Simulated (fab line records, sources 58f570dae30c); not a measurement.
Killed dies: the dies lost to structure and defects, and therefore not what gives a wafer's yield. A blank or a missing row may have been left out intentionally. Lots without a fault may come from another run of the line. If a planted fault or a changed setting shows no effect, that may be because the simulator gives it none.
Code-filled problem report in 8D (eight disciplines) form / flow berkeley-cmos170 / the parts of the form that need people (team, actions taken, sign-off) are left out

1. THE ISSUE
rotation-deg at UCB170_NLDD_IMPLANT_09 reads a mean of 270.02 degrees on 6 wafers of 2 lots; wafers without a fault read 180.00 degrees with a standard deviation of 0.034. That is +99 or more standard deviations from the usual mean.
Earliest sighting: wafer L496.1 on implanter-01 at day 9 01:52. The record holds 42 wafers of 14 lots with a number at this step. By rule, "out" or "out of limits" means more than 4 standard deviations away from the usual mean. The other wafers with a number count as sound.

2. WHAT THIS IS AND IS NOT
question=which readings at this step | is=rotation-deg | is not=-
question=which lots | is=L496, L501 | is not=L490, L491, L492, L493, L504, L506, L508, L509, L510, L511, L512, L513
question=which wafers of those lots | is=all that have a number | is not=-
question=read on which tools | is=implanter-01 | is not=implanter-02, implanter-03
question=when | is=from day 9 01:52 | is not=up to then (12 sound wafers); but 24 sound wafers of L504, L506, L508, L509, L510, L511, L512, L513 came after

3. THE SUSPECTS, EACH WITH WHAT RULES IT OUT
Counting: a tool stays on the suspect list if, at a process step up to the reading, it processed all lots that are out and no sound lot following the first of them.
- plasma-asher-02 at UCB170_NWELL_STRIP_15 (strips in O2): ruled out as a lasting fault. After its first lot that is out, L496 (day 3 23:30), sound lots L506, L509, L512 ran on it.
- implanter-01 at UCB170_NLDD_IMPLANT_09: ruled out as a lasting fault. After its first lot that is out, L496 (day 9 01:52), sound lots L513 ran on it.
Left after counting: nothing in the record.

4. THE CAUSE (what the simulator had put in)
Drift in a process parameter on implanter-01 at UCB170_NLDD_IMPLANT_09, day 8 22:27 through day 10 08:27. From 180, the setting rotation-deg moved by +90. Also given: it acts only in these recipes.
Counting ruled it out, wrongly.

5. THE EFFECT CHAIN, in route order
Each row: a reading whose mean over the struck wafers that have a number lies more than 3 standard deviations from the usual. Readings are gone through only where the record gives a usual standard deviation; hours: the median, over the lots, of the time from a lot's start at the first step in this table giving one to that lot's start at this step; sigmas: the change measured in usual standard deviations.
hours=0; step=UCB170_NLDD_IMPLANT_09; reading=rotation-deg; usual=180.00 degrees; on struck wafers=270.02; change=+90.02; sigmas=+99 or more
The process steps in it:
- UCB170_NLDD_IMPLANT_09

6. WHAT WOULD HAVE CAUGHT IT SOONER
The fault began at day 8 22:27; the first out-of-limits reading in this record came at day 9 01:52, 3 hours later.
